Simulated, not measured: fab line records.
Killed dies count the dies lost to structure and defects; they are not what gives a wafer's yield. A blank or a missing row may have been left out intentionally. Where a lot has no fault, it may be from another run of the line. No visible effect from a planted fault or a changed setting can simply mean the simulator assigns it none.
Which tool was responsible? | flow berkeley-cmos170 | 42 wafers from 14 lots sampled at 3 of the route's 331 steps

WHAT THE GAUGES SHOWED, per wafer
UCB170_PLDD_TW_MEAS_11.
lot  | measured     | on            | PLDD_TW
L669 | day 6 18:37  | film-metro-04 | 1017 1018 1017
L673 | day 7 04:59  | film-metro-04 | 1015 1014 1014
L672 | day 7 05:49  | film-metro-02 | 1013 1011 1013
L675 | day 7 14:38  | film-metro-03 | 959 961 961
L674 | day 7 15:00  | film-metro-02 | 1012 1010 1011
L678 | day 8 03:47  | film-metro-02 | 1011 1013 1016
L679 | day 9 02:17  | film-metro-04 | 952 953 949
L681 | day 9 02:38  | film-metro-02 | 1010 1014 1014
L685 | day 10 10:42 | film-metro-04 | 1027 1018 1012
L686 | day 10 10:59 | film-metro-02 | 1004 1008 1009
L688 | day 11 01:41 | film-metro-02 | 1007 1014 1012
L687 | day 11 02:13 | film-metro-03 | 1023 1017 1027
L691 | day 11 10:15 | film-metro-03 | 1018 1018 1022
L690 | day 11 10:45 | film-metro-03 | 1021 1016 1020

UCB170_SDANNEAL_RS_MEAS_04: a four-point-probe measurement.
lot  | measured     | on            | PLDD_RS (ohm/sq)
L669 | day 7 11:39  | film-metro-03 | 1029 1033 1031
L673 | day 7 17:59  | film-metro-02 | 1036 1037 1040
L672 | day 7 17:19  | film-metro-02 | 1033 1037 1034
L675 | day 8 03:23  | film-metro-02 | 1219 1219 1219
L674 | day 8 03:13  | film-metro-04 | 1033 1033 1033
L678 | day 8 20:14  | film-metro-04 | 1029 1025 1025
L679 | day 9 16:07  | film-metro-04 | 1217 1211 1213
L681 | day 9 16:04  | film-metro-02 | 1032 1033 1037
L685 | day 10 22:50 | film-metro-04 | 1027 1029 1028
L686 | day 10 23:29 | film-metro-04 | 1037 1034 1032
L688 | day 11 12:05 | film-metro-03 | 1029 1024 1030
L687 | day 11 12:22 | film-metro-04 | 1030 1031 1028
L691 | day 11 21:19 | film-metro-03 | 1034 1035 1034
L690 | day 11 21:25 | film-metro-04 | 1032 1032 1034

WHAT TOOL EACH LOT RAN ON (gives the tool, then ch and the chambers of the sampled wafers, and finally the start)
lot  | UCB170_PLDD_IMPLANT_08
L669 | implanter-01 ch 0, day 6 18:14
L673 | implanter-01 ch 0, day 7 04:36
L672 | implanter-01 ch 0, day 7 05:25
L675 | implanter-01 ch 0, day 7 14:14
L674 | implanter-03 ch 0, day 7 14:38
L678 | implanter-03 ch 0, day 8 03:24
L679 | implanter-01 ch 0, day 9 01:53
L681 | implanter-02 ch 0, day 9 02:14
L685 | implanter-02 ch 0, day 10 10:18
L686 | implanter-03 ch 0, day 10 10:36
L688 | implanter-02 ch 0, day 11 01:20
L687 | implanter-03 ch 0, day 11 01:49
L691 | implanter-03 ch 0, day 11 09:51
L690 | implanter-01 ch 0, day 11 10:23
- UCB170_PLDD_IMPLANT_08

AS READ BY THE TOOLS THEMSELVES (means over the sampled wafers that have a number; for cases with no such wafer, the mark the record gives instead)
UCB170_PLDD_IMPLANT_08.
lot  | tool         | dose-ions-cm2 | faraday-current-uA
L669 | implanter-01 | 4.999e+13     | 159
L673 | implanter-01 | 5.001e+13     | 159
L672 | implanter-01 | 4.998e+13     | 160
L675 | implanter-01 | 3.143e+13     | 100
L674 | implanter-03 | 5.003e+13     | 157
L678 | implanter-03 | 5.004e+13     | 161
L679 | implanter-01 | 3.149e+13     | 102
L681 | implanter-02 | 4.994e+13     | 160
L685 | implanter-02 | 5.000e+13     | 161
L686 | implanter-03 | 4.997e+13     | 159
L688 | implanter-02 | 5.004e+13     | 156
L687 | implanter-03 | 4.994e+13     | 158
L691 | implanter-03 | 5.007e+13     | 156
L690 | implanter-01 | 5.003e+13     | 160

THE ANSWER, worked out from the rows above alone
Rule: usual is defined by the lots themselves. The widest of any qualifying gaps counts: lots, ordered by their means at a reading, are off when they make up no more than a third of the lots, leave a main group of 4 or more, and stand apart from it by 3 or more times the standard deviation of that group's means. If all means in a main group match to the digits the tables above print for the reading, that group is not used. Also off: a lot with no number at a reading for which 4 or more lots have one. All remaining lots with rows at the step are treated as sound. After the gauges, taken in route order, come the tools' own readings; for these a lot's mean is taken, as printed above. The first step at which some lot is off is used, and at that step the reading that is off furthest; a lot without a number counts as furthest.
Off: L675, L679, at UCB170_PLDD_TW_MEAS_11 (PLDD_TW). For the main group the mean is 1015 and the standard deviation 4.3.
A tool fits if, at a process step before that reading, it ran every lot that is off, and no sound lot after the first of them. Not tried: the gauges at UCB170_PLDD_TW_MEAS_11; whatever is off there is also off at UCB170_PLDD_IMPLANT_08, on other tools, and gauge error can't account for it. Of those tried, none fits.

WHAT HAD BEEN PUT IN BY THE SIMULATOR
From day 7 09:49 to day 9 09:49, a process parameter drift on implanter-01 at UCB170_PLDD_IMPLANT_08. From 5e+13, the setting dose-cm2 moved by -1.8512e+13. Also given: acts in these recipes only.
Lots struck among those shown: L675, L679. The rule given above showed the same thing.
